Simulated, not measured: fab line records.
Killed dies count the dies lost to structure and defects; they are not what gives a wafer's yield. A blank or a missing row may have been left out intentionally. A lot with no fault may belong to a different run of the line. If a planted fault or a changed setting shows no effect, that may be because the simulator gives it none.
fab line records	flow berkeleyCmos170
record lots=13	wafers=39	lastDay=12
route steps=331 shown SDANNEAL@204 CONTACT@222 V1@268 M3@311
lots that met no fault: taken from a fault-free run of the same line
startH: hours from the record's opening day to when the first of the lot's shown wafers began	waitH: hours from the lot's prior step to this one	" the same as in the row above	L1.1+2: several wafers, shown together as one row	- no value, or no start was given	* or withheld: withheld	< > ~ a bound
route shown NAME@n: names a module that has steps shown in the file, with the first one's number in the route	usual: the fault-free wafers' mean and standard deviation	same: alike in all rows	chamber/n: place in a boat	sites: the reading at each site	_std_site: the standard deviation of these	_edge_site: inner sites' mean taken away from outer sites' mean	radiusMm: how far each site lies from the wafer's centre	mask NAME#n: copy n	behind: the most recent tool/chamber to have shaped the wafer	hold: what put the lot on hold/how long, in hours/how the hold closed	device: transistor that didn't switch, given as n, p or np	end of line: tests run on the same wafers once the route is complete	for a step that has no rows: nothing shown but its recipe	killed: not the wafer's yield, but the dies lost to structure and defects at the first sort	map: the dies of a wafer, with x for killed, . for not killed, _ for no die there
set.NAME: the setting as run; set.NAME@STEP: as run at that earlier step	model.NAME: the simulator's own value behind a step, which no gauge read
steps of the route over a sample of lots; a table a step, a row a wafer
services: a tool's chamber out of use, with start hour (startH, from the record's first day; less than 0 if before it), hours out, and reason
## steps
# step UCB170_SDANNEAL_RTA_00
# recipe tempC=900	timeS=10	ambient=N2
# usual chamberO2Ppm=1.996/0.021	lampPowerPct=26.5/0.51	wafer_temp_C_max=904.8/0.97
lot.wafer	tool	chamber	startH	waitH	chamberO2Ppm	lampPowerPct	wafer_temp_C_max
L321.2	rtpAnneal-01	0	147.90	0.0	2.001	27.0	905.4
L321.3	"	0	"	"	2.012	27.1	904.1
L321.6	"	0	"	"	1.994	27.1	903.2
L322.1	rtpAnneal-02	0	148.22	0.0	2.017	26.1	906.2
L322.4	"	0	"	"	2.030	26.0	904.7
L322.5	"	0	"	"	1.981	26.0	905.1
L324.1	rtpAnneal-01	0	155.39	0.0	2.001	27.0	904.0
L324.2	"	0	"	"	2.025	27.1	903.2
L324.5	"	0	"	"	2.001	27.1	904.5
L325.3	rtpAnneal-01	0	169.35	0.0	2.029	27.0	904.6
L325.4	"	0	"	"	2.023	27.1	905.8
L325.5	"	0	"	"	2.018	27.1	905.5
L326.2	rtpAnneal-02	0	169.69	0.0	1.999	26.1	905.0
L326.3	"	0	"	"	2.014	26.1	905.2
L326.5	"	0	"	"	1.986	26.0	904.8
L330.3	rtpAnneal-02	0	196.54	0.0	2.034	26.0	904.0
L330.4	"	0	"	"	2.017	26.0	904.7
L330.5	"	0	"	"	2.005	26.0	904.6
L337.1	rtpAnneal-02	0	226.99	0.0	1.975	26.1	905.2
L337.2	"	0	"	"	1.997	26.0	905.3
L337.4	"	0	"	"	1.986	26.1	905.1
L335.2	rtpAnneal-02	0	227.13	0.1	1.965	26.1	905.4
L335.3	"	0	"	"	1.938	26.0	904.6
L335.6	"	0	"	"	1.959	26.0	904.4
L339.4	rtpAnneal-02	0	240.21	0.0	1.976	26.1	905.4
L339.5	"	0	"	"	2.011	26.0	904.0
L339.6	"	0	"	"	1.976	26.0	905.3
L340.1	rtpAnneal-01	0	240.31	0.0	2.022	27.1	904.2
L340.2	"	0	"	"	2.011	27.1	902.9
L340.6	"	0	"	"	2.006	27.0	905.6
L343.2	rtpAnneal-01	0	249.82	0.0	2.031	27.1	904.4
L343.3	"	0	"	"	1.993	27.0	905.0
L343.4	"	0	"	"	2.014	27.0	902.7
L342.1	rtpAnneal-01	0	250.38	0.0	2.005	27.0	907.3
L342.3	"	0	"	"	1.964	27.0	905.4
L342.5	"	0	"	"	1.976	27.1	907.1
L344.2	rtpAnneal-02	0	255.99	0.0	2.014	26.1	905.0
L344.3	"	0	"	"	2.006	26.0	905.9
L344.6	"	0	"	"	2.017	26.0	904.3
# step UCB170_CONTACT_STRIP_06
# recipe chemistry=O2	powerW=400	pressureMtorr=3500	platenTempC=withheld	o2FlowSccm=400	overashFraction=0.5
# usual drypumpMotorCurrentA=5.7/0.41	oesProductAu=0.735/0.0044	stripTimeToEndpointS=21.94/0.069
lot.wafer	tool	chamber	startH	waitH	drypumpMotorCurrentA	oesProductAu	rfHoursCounterH	stripTimeToEndpointS
L321.2	plasmaAsher-02	0	152.97	0.1	5.7	0.737	46	22.00
L321.3	"	1	"	"	5.9	0.736	-	21.99
L321.6	"	0	"	"	5.7	0.727	-	21.96
L322.1	plasmaAsher-04	1	153.27	0.1	5.2	0.734	37	22.01
L322.4	"	0	"	"	5.4	0.740	-	21.96
L322.5	"	0	"	"	5.5	0.737	-	22.07
L324.1	plasmaAsher-01	0	158.84	0.1	5.1	0.731	5	21.94
L324.2	"	1	"	"	6.2	0.729	5	21.87
L324.5	"	1	"	"	6.3	0.737	-	21.90
L325.3	plasmaAsher-02	0	173.45	0.1	5.7	0.731	-	21.86
L325.4	"	1	"	"	5.9	0.729	-	21.90
L325.5	"	0	"	"	5.7	0.730	-	21.86
L326.2	plasmaAsher-04	1	173.66	0.1	5.2	0.731	39	21.95
L326.3	"	1	"	"	5.2	0.737	-	21.99
L326.5	"	1	"	"	5.2	0.744	-	21.95
L330.3	plasmaAsher-01	1	201.83	0.1	6.3	0.735	-	21.92
L330.4	"	0	"	"	5.1	0.732	-	21.94
L330.5	"	1	"	"	6.3	0.735	-	21.90
L337.1	plasmaAsher-02	1	230.67	0.1	5.9	0.739	54	21.97
L337.2	"	0	"	"	5.7	0.740	54	21.96
L337.4	"	1	"	"	5.9	0.733	-	22.06
L335.2	plasmaAsher-02	0	231.00	0.1	5.6	0.738	55	21.95
L335.3	"	1	"	"	5.9	0.742	-	21.96
L335.6	"	0	"	"	5.6	0.736	-	22.02
L339.4	plasmaAsher-04	0	244.45	0.1	5.4	0.735	-	21.85
L339.5	"	1	"	"	5.2	0.737	-	21.90
L339.6	"	0	"	"	5.4	0.741	-	21.91
L340.1	plasmaAsher-01	1	245.42	0.1	6.2	0.738	15	21.84
L340.2	"	0	"	"	5.1	0.742	15	21.87
L340.6	"	1	"	"	6.2	0.735	-	21.92
L343.2	plasmaAsher-02	0	254.16	0.1	5.7	0.738	58	21.76
L343.3	"	0	"	"	5.7	0.737	-	21.85
L343.4	"	1	"	"	5.9	0.740	-	21.88
L342.1	plasmaAsher-02	0	256.84	0.1	5.7	0.726	58	22.05
L342.3	"	1	"	"	5.9	0.736	-	22.03
L342.5	"	0	"	"	5.7	0.734	-	22.06
L344.2	plasmaAsher-01	0	259.89	0.1	5.1	0.736	16	21.94
L344.3	"	0	"	"	5.1	0.739	-	21.97
L344.6	"	0	"	"	5.1	0.731	-	21.95
# step UCB170_V1_ETCH_14
# recipe chemistry=CHF3/CF4/Ar	target=SiO2	stopOn=Al	CHF3_flow_sccm=45	cf4FlowSccm=15	Ar_flow_sccm=150	pressureMtorr=200	rfW=700	targetDepthA=12500	overEtchFrac=0.25	timeS=291
# usual drypumpMotorCurrentA=5.5/0.44	oesProductAu=0.870/0.015	rfFwdPowerW=698.3/2.4	throttleValvePct=6.97/0.12
lot.wafer	tool	chamber	startH	waitH	drypumpMotorCurrentA	oesProductAu	rfFwdPowerW	rfHoursCounterH	throttleValvePct
L321.2	rieDiel-03	2	163.19	0.0	5.4	0.883	695.4	62	7.13
L321.3	"	0	"	"	5.4	0.874	696.3	125	6.82
L321.6	"	2	"	"	5.4	0.878	697.0	-	7.12
L322.1	rieDiel-01	3	163.52	0.0	5.3	0.847	695.3	110	6.89
L322.4	"	1	"	"	5.3	0.877	698.3	17	6.71
L322.5	"	3	"	"	5.3	0.848	695.7	-	6.91
L324.1	rieDiel-04	0	170.19	0.0	5.2	0.855	697.7	14	7.09
L324.2	"	2	"	"	6.6	0.876	701.3	138	7.05
L324.5	"	1	"	"	5.3	0.855	696.9	-	7.02
L325.3	rieDiel-04	0	188.51	0.0	5.2	0.848	698.6	15	7.10
L325.4	"	1	"	"	5.3	0.859	695.8	121	7.02
L325.5	"	1	"	"	5.3	0.849	697.2	-	7.01
L326.2	rieDiel-01	2	188.78	0.0	5.7	0.886	697.0	14	7.05
L326.3	"	3	"	"	5.3	0.853	700.1	112	6.90
L326.5	"	0	"	"	5.9	0.882	697.8	-	6.74
L330.3	rieDiel-04	2	214.90	0.0	6.6	0.876	698.6	140	7.06
L330.4	"	0	"	"	5.2	0.840	418.1	17	7.09
L330.5	"	2	"	"	6.6	0.887	700.6	-	7.07
L335.2	rieDiel-01	0	241.85	0.0	5.9	0.886	701.7	9	6.75
L335.3	"	3	"	"	5.4	0.846	700.9	114	6.90
L335.6	"	0	"	"	5.9	0.878	698.8	-	6.74
L337.1	rieDiel-03	2	241.96	0.0	5.4	0.862	699.7	65	7.13
L337.2	"	3	"	"	5.1	0.893	697.8	18	7.00
L337.4	"	3	"	"	5.1	0.895	696.7	-	7.02
L339.4	rieDiel-03	2	256.54	0.0	5.4	0.868	696.8	66	7.15
L339.5	"	0	"	"	5.5	0.884	698.1	-	6.83
L339.6	"	3	"	"	5.1	0.902	700.7	-	7.01
L340.1	rieDiel-01	3	256.71	0.0	5.4	0.851	695.0	115	6.91
L340.2	"	1	"	"	5.3	0.874	700.1	21	6.72
L340.6	"	2	"	"	5.7	0.882	704.4	-	7.06
L343.2	rieDiel-03	1	266.05	0.0	6.2	0.880	698.5	1	7.02
L343.3	"	3	"	"	5.1	0.897	698.8	19	7.00
L343.4	"	0	"	"	5.4	0.884	703.3	129	6.84
L342.1	rieDiel-01	3	270.25	0.0	5.4	0.851	701.3	116	6.90
L342.3	"	0	"	"	5.9	0.879	698.8	11	6.74
L342.5	"	1	"	"	5.3	0.874	694.2	-	6.72
L344.2	rieDiel-03	1	270.49	0.0	6.2	0.881	699.1	1	7.01
L344.3	"	0	"	"	5.4	0.875	698.8	129	6.83
L344.6	"	1	"	"	6.2	0.876	694.8	-	7.01
# step UCB170_V1_STRIP_15
# recipe chemistry=O2	powerW=400	pressureMtorr=3500	platenTempC=withheld	o2FlowSccm=400	overashFraction=0.5
# usual drypumpMotorCurrentA=5.8/0.38	oesProductAu=0.722/0.0044	stripTimeToEndpointS=15.32/0.089
lot.wafer	tool	chamber	startH	waitH	drypumpMotorCurrentA	oesProductAu	rfHoursCounterH	stripTimeToEndpointS
L321.2	plasmaAsher-02	0	163.37	0.1	5.7	0.719	47	15.31
L321.3	"	1	"	"	5.9	0.722	-	15.29
L321.6	"	0	"	"	5.7	0.727	-	15.38
L322.1	plasmaAsher-03	0	163.70	0.1	5.7	0.720	43	15.42
L322.4	"	0	"	"	5.7	0.725	-	15.44
L322.5	"	1	"	"	5.9	0.731	-	15.41
L324.1	plasmaAsher-01	1	170.37	0.1	6.2	0.733	6	15.40
L324.2	"	0	"	"	5.1	0.722	6	15.42
L324.5	"	1	"	"	6.3	0.720	-	15.37
L325.3	plasmaAsher-01	0	188.72	0.1	5.1	0.731	-	15.38
L325.4	"	1	"	"	6.2	0.715	-	15.30
L325.5	"	0	"	"	5.1	0.730	-	15.34
L326.2	plasmaAsher-02	1	188.96	0.1	5.9	0.723	49	15.27
L326.3	"	1	"	"	5.9	0.720	-	15.24
L326.5	"	0	"	"	5.7	0.714	-	15.32
L330.3	plasmaAsher-01	0	215.12	0.1	5.0	0.723	-	15.42
L330.4	"	1	"	"	6.2	0.721	-	16.83
L330.5	"	1	"	"	6.2	0.720	-	15.40
L335.2	plasmaAsher-01	1	242.02	0.1	6.3	0.728	14	15.24
L335.3	"	0	"	"	5.1	0.723	-	15.12
L335.6	"	0	"	"	5.1	0.723	-	15.26
L337.1	plasmaAsher-02	1	242.14	0.1	5.9	0.722	56	15.38
L337.2	"	0	"	"	5.7	0.722	56	15.32
L337.4	"	1	"	"	5.9	0.727	-	15.41
L339.4	plasmaAsher-03	1	256.75	0.1	5.9	0.725	-	15.35
L339.5	"	1	"	"	5.9	0.719	-	15.27
L339.6	"	0	"	"	5.7	0.722	-	15.29
L340.1	plasmaAsher-03	0	256.89	0.1	5.7	0.714	50	15.17
L340.2	"	1	"	"	6.0	0.722	50	15.37
L340.6	"	1	"	"	6.0	0.716	-	15.27
L343.2	plasmaAsher-02	0	266.22	0.1	5.7	0.719	59	15.38
L343.3	"	1	"	"	5.9	0.721	-	15.22
L343.4	"	0	"	"	5.7	0.724	-	15.30
L342.1	plasmaAsher-01	1	270.42	0.1	6.3	0.727	18	15.20
L342.3	"	1	"	"	6.2	0.721	-	15.37
L342.5	"	0	"	"	5.1	0.728	-	15.44
L344.2	plasmaAsher-02	0	270.67	0.1	5.7	0.723	60	15.42
L344.3	"	1	"	"	5.9	0.730	-	15.29
L344.6	"	0	"	"	5.7	0.718	-	15.37
# step UCB170_V1_CD_MEAS_90
# recipe targetCdNm=700
# usual cdNm=700.5/1.3
lot.wafer	tool	chamber	startH	waitH	cdNm
L321.2	cdSem-02	-	163.49	0.1	700.4
L321.3	"	-	"	"	701.8
L321.6	"	-	"	"	702.1
L322.1	cdSem-02	-	163.80	0.1	701.1
L322.4	"	-	"	"	699.5
L322.5	"	-	"	"	701.3
L324.1	cdSem-02	-	170.47	0.1	701.1
L324.2	"	-	"	"	700.0
L324.5	"	-	"	"	699.5
L325.3	cdSem-02	-	188.82	0.1	701.2
L325.4	"	-	"	"	701.7
L325.5	"	-	"	"	701.3
L326.2	cdSem-02	-	189.08	0.1	702.2
L326.3	"	-	"	"	702.0
L326.5	"	-	"	"	702.3
L330.3	cdSem-02	-	215.30	0.2	700.4
L330.4	"	-	"	"	695.0
L330.5	"	-	"	"	700.3
L335.2	cdSem-02	-	242.19	0.1	699.0
L335.3	"	-	"	"	698.3
L335.6	"	-	"	"	700.8
L337.1	cdSem-01	-	242.24	0.1	700.9
L337.2	"	-	"	"	700.9
L337.4	"	-	"	"	701.1
L339.4	cdSem-02	-	256.88	0.1	699.0
L339.5	"	-	"	"	699.8
L339.6	"	-	"	"	699.5
L340.1	cdSem-02	-	256.99	0.1	702.5
L340.2	"	-	"	"	703.5
L340.6	"	-	"	"	702.1
L343.2	cdSem-01	-	266.34	0.1	699.4
L343.3	"	-	"	"	700.3
L343.4	"	-	"	"	699.0
L342.1	cdSem-02	-	270.52	0.1	701.2
L342.3	"	-	"	"	700.9
L342.5	"	-	"	"	700.2
L344.2	cdSem-01	-	270.79	0.1	701.4
L344.3	"	-	"	"	701.6
L344.6	"	-	"	"	702.6
# step UCB170_M3_RS_MEAS_02
# recipe thkMeasGauge=four-point-probe	reads=Al_of_M3_SPUTTER_01
# usual M3_AL_RS=0.0324/0.00033
lot.wafer	tool	chamber	startH	waitH	M3_AL_RS[ohm/sq]
L321.2	filmMetro-01	-	171.21	0.1	0.0327
L321.3	"	-	"	"	0.0328
L321.6	"	-	"	"	0.0329
L322.1	filmMetro-02	-	171.42	0.0	0.0316
L322.4	"	-	"	"	0.0316
L322.5	"	-	"	"	0.0321
L324.1	filmMetro-03	-	178.65	0.0	0.0323
L324.2	"	-	"	"	0.0322
L324.5	"	-	"	"	0.0327
L325.3	filmMetro-03	-	194.78	0.1	0.0326
L325.4	"	-	"	"	0.0328
L325.5	"	-	"	"	0.0324
L326.2	filmMetro-03	-	195.96	0.1	0.0323
L326.3	"	-	"	"	0.0326
L326.5	"	-	"	"	0.0324
L330.3	filmMetro-01	-	221.06	0.1	0.0328
L330.5	"	-	"	"	0.0326
L335.2	filmMetro-02	-	249.13	0.1	0.0324
L335.3	"	-	"	"	0.0323
L335.6	"	-	"	"	0.0323
L337.1	filmMetro-03	-	249.60	0.0	0.0322
L337.2	"	-	"	"	0.0327
L337.4	"	-	"	"	0.0324
L339.4	filmMetro-03	-	262.84	0.1	0.0326
L339.5	"	-	"	"	0.0325
L339.6	"	-	"	"	0.0328
L340.1	filmMetro-01	-	263.08	0.0	0.0326
L340.2	"	-	"	"	0.0325
L340.6	"	-	"	"	0.0325
L343.2	filmMetro-01	-	272.42	0.1	0.0327
L343.3	"	-	"	"	0.0328
L343.4	"	-	"	"	0.0325
L342.1	filmMetro-02	-	276.64	0.0	0.0325
L342.3	"	-	"	"	0.0327
L342.5	"	-	"	"	0.0324
L344.2	filmMetro-01	-	276.93	0.1	0.0325
L344.3	"	-	"	"	0.0324
L344.6	"	-	"	"	0.0325
## services
tool	chamber	startH	hours	kind
plasmaAsher-01	-	129.42	0.8	repair
plasmaAsher-04	-	137.57	0.8	repair
rieDiel-03	-	138.94	2.6	repair
rieDiel-04	3	143.31	-	clean
rieDiel-04	3	143.31	18.6	scheduledDown
rieDiel-04	3	143.31	18.6	ventCycle
rieDiel-03	1	176.01	3.8	repair
rieDiel-03	1	188.50	4.7	repair
plasmaAsher-03	-	189.73	14.6	pm
rieDiel-01	-	201.42	14.6	pm
rtpAnneal-01	-	215.48	2.0	pm
rieDiel-04	3	217.79	7.2	repair
plasmaAsher-03	-	226.06	8.7	repair
rieDiel-01	2	227.31	22.2	repair
rieDiel-03	1	229.08	-	clean
rieDiel-03	1	229.08	19.9	scheduledDown
rieDiel-03	1	229.08	19.9	ventCycle
rieDiel-04	2	233.83	-	clean
rieDiel-04	2	233.83	24.1	scheduledDown
rieDiel-04	2	233.83	24.1	ventCycle
plasmaAsher-01	-	246.68	1.2	repair
plasmaAsher-03	-	260.01	22.1	pm
rieDiel-04	-	264.89	2.2	repair
## key
firstSign step=UCB170_V1_ETCH_14	reading=rfFwdPowerW	direction=down	sigmas=99+	usual=698.3	struck=418.1
effect step=UCB170_V1_STRIP_15	reading=stripTimeToEndpointS	direction=up	sigmas=17	usual=*	struck=*
effect step=UCB170_V1_CD_MEAS_90	reading=cdNm	direction=down	sigmas=4.3	usual=700.5	struck=695.0
metAt UCB170_V1_ETCH_14
struckLots L330
struckWafers L330.4
laterRowsLeftOut L330.4
sortLeftOut L330.4
notActingAt UCB170_SDANNEAL_RTA_00,UCB170_CONTACT_STRIP_06,UCB170_M3_RS_MEAS_02
onsetBetween 188.51 214.90
fault kind=processParameterDrift	tool=rieDiel-04	chamber=0	onsetH=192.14	steps=UCB170_V1_ETCH_14	channel=rfW	offset=-280	shape=step	endH=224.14	actsIn=theseRecipesOnly	stated=700
# sortLeftOut: the simulated sort isn't trusted on such a fault, so these wafers' sort isn't shown, and their yield isn't known
# laterRowsLeftOut: the simulator's readings of these wafers behind a module that went badly wrong aren't trusted and aren't shown, but for the sort
